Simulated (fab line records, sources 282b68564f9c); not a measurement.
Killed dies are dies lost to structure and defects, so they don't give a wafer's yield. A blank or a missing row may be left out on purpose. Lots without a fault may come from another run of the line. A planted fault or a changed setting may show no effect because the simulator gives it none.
Split-lot experiment | flow rit_cmos | 5 lots, 23 wafers read, on a route of 202 steps

THE SPLIT
At RIT_NRETRO_IMPLANT_08, the setting energy_kev was moved away from the recipe's 70 on 6 of the 23 wafers read, by -3.2% to +4.0%. The other wafers ran this setting at the recipe's value.

The reading is taken at the split's own step.

THE READING
implant.drp_nm (the simulator's own value, which no gauge read), in nm, at RIT_NRETRO_IMPLANT_08. The file gives no usual value for it.

wafer  | tool, chamber at the split | energy_kev as run | against the recipe | implant.drp_nm, nm | against lot-mates on the recipe
L074.2 | implanter-03, 0            | 70                | recipe             | 33.94              | -
L074.3 | implanter-03, 0            | 70                | recipe             | 33.94              | -
L074.5 | implanter-03, 0            | 70                | recipe             | 33.94              | -
L075.1 | implanter-03, 0            | 67.74             | -3.2%              | 33                 | -0.94
L075.5 | implanter-03, 0            | 67.74             | -3.2%              | 33                 | -0.94
L075.3 | implanter-03, 0            | 70                | recipe             | 33.94              | -
L075.4 | implanter-03, 0            | 70                | recipe             | 33.94              | -
L075.6 | implanter-03, 0            | 70                | recipe             | 33.94              | -
L077.2 | implanter-01, 0            | 70                | recipe             | 33.94              | -
L077.3 | implanter-01, 0            | 70                | recipe             | 33.94              | -
L077.4 | implanter-01, 0            | 70                | recipe             | 33.94              | -
L077.5 | implanter-01, 0            | 70                | recipe             | 33.94              | -
L077.6 | implanter-01, 0            | 70                | recipe             | 33.94              | -
L079.1 | implanter-01, 0            | 72.78             | +4.0%              | 35.07              | +1.13
L079.3 | implanter-01, 0            | 72.78             | +4.0%              | 35.07              | +1.13
L079.4 | implanter-01, 0            | 70                | recipe             | 33.94              | -
L079.5 | implanter-01, 0            | 70                | recipe             | 33.94              | -
L079.6 | implanter-01, 0            | 70                | recipe             | 33.94              | -
L084.1 | implanter-04, 0            | 71.94             | +2.8%              | 34.73              | +0.79
L084.4 | implanter-04, 0            | 71.94             | +2.8%              | 34.73              | +0.79
L084.3 | implanter-04, 0            | 70                | recipe             | 33.94              | -
L084.5 | implanter-04, 0            | 70                | recipe             | 33.94              | -
L084.6 | implanter-04, 0            | 70                | recipe             | 33.94              | -

THE FIT
A straight line over all 23 wafers: implant.drp_nm changes by +0.287 nm for each +1% of energy_kev; r = +1.00; the points scatter about the line by 0.0047 nm.
The same after taking each lot's own level away (the mean of its wafers on the recipe; 23 wafers): +0.287 nm for each +1%; r = +1.00; scatter 0.0047 nm.
On that fit, the largest move of energy_kev shifts the reading by 1.1 nm.
The lots' own levels span 33.940 to 33.940 nm.
So the lot-to-lot level changes the slope little: the two slopes agree.
Check: with one of the wafers moved furthest among these (+4.0%) left out of the fit, the line predicts +1.14 nm for it against its lot-mates. It came out at +1.13 nm against them.

OTHER SPLITS ON THESE WAFERS
These wafers also went through other splits before the reading. Each is held against what the fit with the lots' levels taken away leaves over:
other split on the same wafers  | wafers away from the commonest value | r with implant.drp_nm (lot level and that fit taken away)
RIT_ACTIVE_CVD_03 time_s        | 15                                   | +0.21
RIT_ACTIVE_COAT_06 spin_rpm     | 10                                   | +0.21
RIT_NWELL_COAT_01 spin_rpm      | 9                                    | +0.29
RIT_NWELL_IMPLANT_08 dose_cm2   | 7                                    | +0.11
RIT_PWELL_SOFTBAKE_02 temp_c    | 10                                   | -0.15
RIT_PWELL_IMPLANT_08 energy_kev | 4                                    | -0.11

THE WHOLE CHAIN: every reading that the file lists as answering this split, in the file's order
step                  | what it does | reading                                                         | change (the file's fit)               | r (the file's)
RIT_NRETRO_IMPLANT_08 |              | implant.rp_nm (the simulator's own value, which no gauge read)  | +0.858 nm for each +1% of the setting | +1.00
RIT_NRETRO_IMPLANT_08 |              | implant.drp_nm (the simulator's own value, which no gauge read) | +0.286 nm for each +1% of the setting | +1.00

THE FILE'S OWN FIT
implant.drp_nm changes by +0.286 nm for each +1% of energy_kev, r = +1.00.
